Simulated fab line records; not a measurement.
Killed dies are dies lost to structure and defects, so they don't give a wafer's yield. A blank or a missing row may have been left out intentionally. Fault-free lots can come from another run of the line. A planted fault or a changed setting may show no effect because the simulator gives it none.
2 desks, one fault	flow berkeleyCmos170	each desk holds nothing but its own numbers, with what lay behind them at the end

## AT THE TOOL OWNER'S DESK: furnace-02
The tool's own readings at UCB170_SACOX_OXIDATION_01 (target thk 14.4 nm, ox time 2366 s): means of the sampled wafers that have a number, for each lot that ran on this tool. A lot is out of limits, marked OUT, if its mean lies more than 4 standard deviations from the usual mean; the brackets give that distance.
Columns: A = oxTempC at UCB170_SACOX_OXIDATION_01, usual 900.1 C; B = oxTempCMax at UCB170_SACOX_OXIDATION_01, usual 906.7; C = zonePowerCentrePct at UCB170_SACOX_OXIDATION_01, usual 36.9 %
lot	first seen here	A	B	C
L460	day 6 18:53	900.2	907.4	38.4
L461	day 6 18:53	900.4	907.7	38.5
L462	day 6 18:53	900.2	907.4	38.7
L463	day 6 18:53	900.2	907.3	38.6
L465	day 7 08:29	900.1	906.3	38.3
This desk found nothing out of limits on any of the 5 lots.

## THE METROLOGY DESK
What the gauges read, lot by lot, whatever tool the lot ran on: means of the sampled wafers that have a number. A lot is out of limits, marked OUT, if its mean lies more than 4 standard deviations from the usual mean; the brackets give that distance.
Columns: A = PWELL_OVL at UCB170_PWELL_OVL_MEAS_13, usual 0 nm; B = NVT_OVL at UCB170_NVT_OVL_MEAS_06, usual 1 nm
lot	first seen here	A	B
L454	day 3 01:31	12	0
L455	day 3 01:46	-3	-8
L459	day 4 00:22	8	4
L460	day 4 13:35	8	-5
L462	day 4 18:49	-12	-5
L461	day 4 19:05	-7	5
L463	day 4 19:11	-4	-2
L464	day 5 00:56	-1	4
L465	day 5 09:30	-9	-4
L466	day 5 19:42	3	-
L467	day 5 19:51	2	-
L475	day 7 12:13	0	8
L476	day 7 12:27	0	0
L477	day 7 22:10	-5	7
This desk found nothing out of limits on any of the 14 lots.

## ALL TOGETHER
The desk of the tool owner found nothing out of limits.
Nothing out of limits was seen by the metrology desk.

## WHAT THE SIMULATOR HAD PUT IN
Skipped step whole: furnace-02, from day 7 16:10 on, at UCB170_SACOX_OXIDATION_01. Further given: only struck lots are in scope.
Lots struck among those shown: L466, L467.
